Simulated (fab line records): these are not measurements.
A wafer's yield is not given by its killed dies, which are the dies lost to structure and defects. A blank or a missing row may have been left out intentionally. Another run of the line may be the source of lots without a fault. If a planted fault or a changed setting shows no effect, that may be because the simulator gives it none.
A lot that was struck, set against a sound lot | flow rit_cmos | 18 steps out of a route of 202
Sound: the wafers L529.1, L529.2, L529.6. Struck: wafers L535.2, L535.5, L535.6. The cause comes at the end.
Each step with rows lists, per side, the tool, then ch with its chambers, then its first start. Under that, the readings that differ: sound wafers | struck wafers | difference of the means | sigmas: that difference in standard deviations of wafers without a fault.
alike: words and numbers the same on both sides, and readings whose means are apart by under 2 such deviations; not compared: readings that were withheld, readings missing a value for some wafer, numbers with overlapping values and no deviation given by the record, and bounds like >300 which may hide the same value.
Wherever a step has rows on one side only, a row that says differs or no value, or a row with sigmas, the two part there. Numbers that don't overlap but have no deviation are shown without sigmas and don't part them. Lack of a reading on every wafer of one side parts them only where that side has two or more wafers.

first, 4 steps without rows for these wafers: RIT_PSD_SOFTBAKE_02 (time 60 s); RIT_PSD_EXPOSE_03 (exposes mask M10, target cd 40900 nm); RIT_PSD_PEB_04; RIT_PSD_DEVELOP_05 (develop time 50 s).
RIT_PSD_OVL_MEAS_06:
  sound on overlay-01 at day 4 02:34; struck on overlay-01 at day 5 07:35
  alike: PSD_OVL
then, 2 steps without rows for these wafers: RIT_PSD_HARDBAKE_07 (time 60 s); RIT_PSD_IMPLANT_08.
RIT_PSD_STRIP_09: strips in O2, time 180 s.
  sound on plasma_asher-01 ch 0,1, day 4 03:01; struck on plasma_asher-03 ch 0,1, day 5 07:55
  alike: drypump_motor_current_A, rf_refl_power_W
  not compared: rf_hours_counter_h
RIT_PSD_TW_MEAS_10:
  sound on film_metro-04 at day 4 03:11; struck on film_metro-04 at day 5 08:05
  alike: PSD_TW
then, 3 steps without rows for these wafers: RIT_SDANNEAL_CLEAN_00 (cleans in SC1, time 600 s); RIT_SDANNEAL_CLEAN_01 (cleans in dHF, time 30 s); RIT_SDANNEAL_CLEAN_02 (cleans in SC2, time 600 s).
RIT_SDANNEAL_RTA_03: time 5 s.
  sound on rtp_anneal-01 ch 0, day 4 03:37; struck on rtp_anneal-01 ch 0, day 5 08:31
  alike: chamber_o2_ppm, wafer_temp_C_max
RIT_SDANNEAL_RS_MEAS_04: measurement is done with a four-point probe.
  sound on film_metro-02 at day 4 03:40; struck on film_metro-02 at day 5 08:35
  reading         | sound             | struck         | difference | sigmas
  PSD_RS (ohm/sq) | 114.9 114.8 115.3 | 95.7 95.9 95.8 | -19.2      | -62
RIT_SDANNEAL_RS_MEAS_05: measurement is done with a four-point probe.
  sound on film_metro-02 at day 4 03:47; struck on film_metro-02 at day 5 08:43
  reading         | sound             | struck            | difference | sigmas
  NSD_RS (ohm/sq) | 84.50 84.33 84.66 | 83.62 83.16 83.42 | -1.10      | -4
RIT_SDANNEAL_RS_MEAS_06: measurement is done with a four-point probe.
  sound on film_metro-02 at day 4 03:55; struck on film_metro-02 at day 5 08:50
  reading          | sound             | struck            | difference | sigmas
  PLDD_RS (ohm/sq) | 179.3 179.9 179.8 | 162.2 162.6 162.4 | -17.3      | -35
RIT_SDANNEAL_RS_MEAS_07: measurement is done with a four-point probe.
  sound on film_metro-02 at day 4 04:02; struck on film_metro-02 at day 5 08:57
  reading          | sound             | struck            | difference | sigmas
  NLDD_RS (ohm/sq) | 149.6 149.1 149.5 | 148.2 148.5 147.8 | -1.2       | -3
RIT_M1_PROBE_99:
  the record holds rows for the sound wafers here (prober-01, day 4 11:40) but none for the struck ones

WHERE THEY PART
At RIT_SDANNEAL_RS_MEAS_04 first; at RIT_M1_PROBE_99 last (within this record only).

WHY: what the simulator had put in
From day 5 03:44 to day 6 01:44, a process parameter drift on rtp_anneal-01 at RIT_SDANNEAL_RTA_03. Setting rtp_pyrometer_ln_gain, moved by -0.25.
